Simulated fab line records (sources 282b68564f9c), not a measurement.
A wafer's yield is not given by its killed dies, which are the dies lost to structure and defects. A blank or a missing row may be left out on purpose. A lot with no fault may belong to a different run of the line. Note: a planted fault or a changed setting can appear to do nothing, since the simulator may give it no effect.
Split-lot study + flow rit-cmos + 5 lots, 23 wafers read, on a route of 202 steps

SPLIT DETAILS
At RIT_CONTACT_EXPOSE_05 (exposes mask M11, target cd 1000 nm), the setting dose-mj was moved away from the recipe's 250 on 8 of the 23 wafers read, by -5.2% to +6.9%. This setting was run at the recipe's value on the other wafers.

FROM THE SPLIT TO THE READING: what the file shows between them, 5 steps
- RIT_CONTACT_PEB_06
- RIT_CONTACT_DEVELOP_07: develop time 120 s
- RIT_CONTACT_CD_MEAS_08: target cd 1000 nm
- RIT_CONTACT_ETCH_11: etches SiO2 in CHF3/CF4/Ar, stops on TiSi2, target depth 480 nm, time 320 s (also split here: rf-w)
- RIT_CONTACT_STRIP_12: strips in O2, time 180 s

THE READING
cd-nm, in nm, at RIT_CONTACT_CD_MEAS_90 (target cd 1000 nm). Typical for fault-free wafers on this fab line: 999.4 nm, with standard deviation 2.1 nm.

| wafer  | tool, chamber at the split | dose-mj as run | against the recipe | cd-nm, nm | against lot-mates on the recipe |
|--------|----------------------------|----------------|--------------------|-----------|---------------------------------|
| L075.1 | iline-stepper-01, 0        | 250            | recipe             | 998.6     | -                               |
| L075.2 | iline-stepper-01, 0        | 250            | recipe             | 998.4     | -                               |
| L075.3 | iline-stepper-01, 0        | 239.4          | -4.2%              | 986.1     | -13.4                           |
| L075.5 | iline-stepper-01, 0        | 250            | recipe             | 1001.6    | -                               |
| L075.6 | iline-stepper-01, 0        | 239.4          | -4.2%              | 986.6     | -12.9                           |
| L076.1 | iline-stepper-01, 0        | 250            | recipe             | 998.6     | -                               |
| L076.2 | iline-stepper-01, 0        | 237.1          | -5.2%              | 982.5     | -16.2                           |
| L076.3 | iline-stepper-01, 0        | 237.1          | -5.2%              | 986.4     | -12.4                           |
| L076.4 | iline-stepper-01, 0        | 250            | recipe             | 998.9     | -                               |
| L076.6 | iline-stepper-01, 0        | 237.1          | -5.2%              | 982.9     | -15.9                           |
| L077.1 | iline-stepper-02, 0        | 267.2          | +6.9%              | 1014.6    | +16.6                           |
| L077.2 | iline-stepper-02, 0        | 250            | recipe             | 997.0     | -                               |
| L077.3 | iline-stepper-02, 0        | 250            | recipe             | 998.9     | -                               |
| L077.4 | iline-stepper-02, 0        | 267.2          | +6.9%              | 1017.9    | +19.9                           |
| L077.6 | iline-stepper-02, 0        | 267.2          | +6.9%              | 1016.6    | +18.6                           |
| L078.1 | iline-stepper-02, 0        | 250            | recipe             | 1001.2    | -                               |
| L078.2 | iline-stepper-02, 0        | 250            | recipe             | 1001.6    | -                               |
| L078.3 | iline-stepper-02, 0        | 250            | recipe             | 1000.2    | -                               |
| L078.4 | iline-stepper-02, 0        | 250            | recipe             | 997.7     | -                               |
| L078.5 | iline-stepper-02, 0        | 250            | recipe             | 999.3     | -                               |
| L080.1 | iline-stepper-01, 0        | 250            | recipe             | 998.7     | -                               |
| L080.3 | iline-stepper-01, 0        | 250            | recipe             | 998.8     | -                               |
| L080.6 | iline-stepper-01, 0        | 250            | recipe             | 998.8     | -                               |

FIT RESULTS
A straight line over all 23 wafers: cd-nm changes by +2.71 nm for each +1% of dose-mj; r = +0.99; the points scatter about the line by 1.6 nm.
The same after taking each lot's own level away (the mean of its wafers on the recipe; 23 wafers): +2.79 nm for each +1%; r = +0.99; scatter 1.3 nm.
The reading moves by 19 nm for the largest change in dose-mj, on that fit.
The span of the lots' own levels, 997.95 to 1000.00 nm, comes to 1.0 times the standard deviation stated above.
The two slopes are in agreement: the lot-to-lot level therefore moves the slope only a little.
Check: +19.7 nm against its lot-mates is what the line predicts for one of the wafers moved furthest among these (+6.9%) when that wafer is left out of the fit. It came out at +16.6 nm against them.

THESE WAFERS: OTHER SPLITS
Other splits were also applied to these wafers ahead of the reading. Each is held against what the fit with the lots' levels taken away leaves over:
| other split on the same wafers | wafers away from the commonest value | r with cd-nm (lot level and that fit taken away) |
|--------------------------------|--------------------------------------|--------------------------------------------------|
| RIT_CONTACT_CVD_00 time-s      | 9                                    | +0.02                                            |
| RIT_CONTACT_ETCH_11 rf-w       | 10                                   | +0.31                                            |

THE WHOLE CHAIN: every reading that the file lists as answering this split, in the file's order
| step                   | what it does       | reading                                                        | change (the file's fit)              | r (the file's) |
|------------------------|--------------------|----------------------------------------------------------------|--------------------------------------|----------------|
| RIT_CONTACT_DEVELOP_07 | develop time 120 s | CONTACT.cd-nm (the simulator's own value, which no gauge read) | +2.74 nm for each +1% of the setting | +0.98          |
| RIT_CONTACT_CD_MEAS_08 | target cd 1000 nm  | cd-nm                                                          | +2.74 nm for each +1% of the setting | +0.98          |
| RIT_CONTACT_CD_MEAS_90 | target cd 1000 nm  | cd-nm                                                          | +2.82 nm for each +1% of the setting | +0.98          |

FILE'S OWN FIT
cd-nm changes by +2.82 nm for each +1% of dose-mj, r = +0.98.
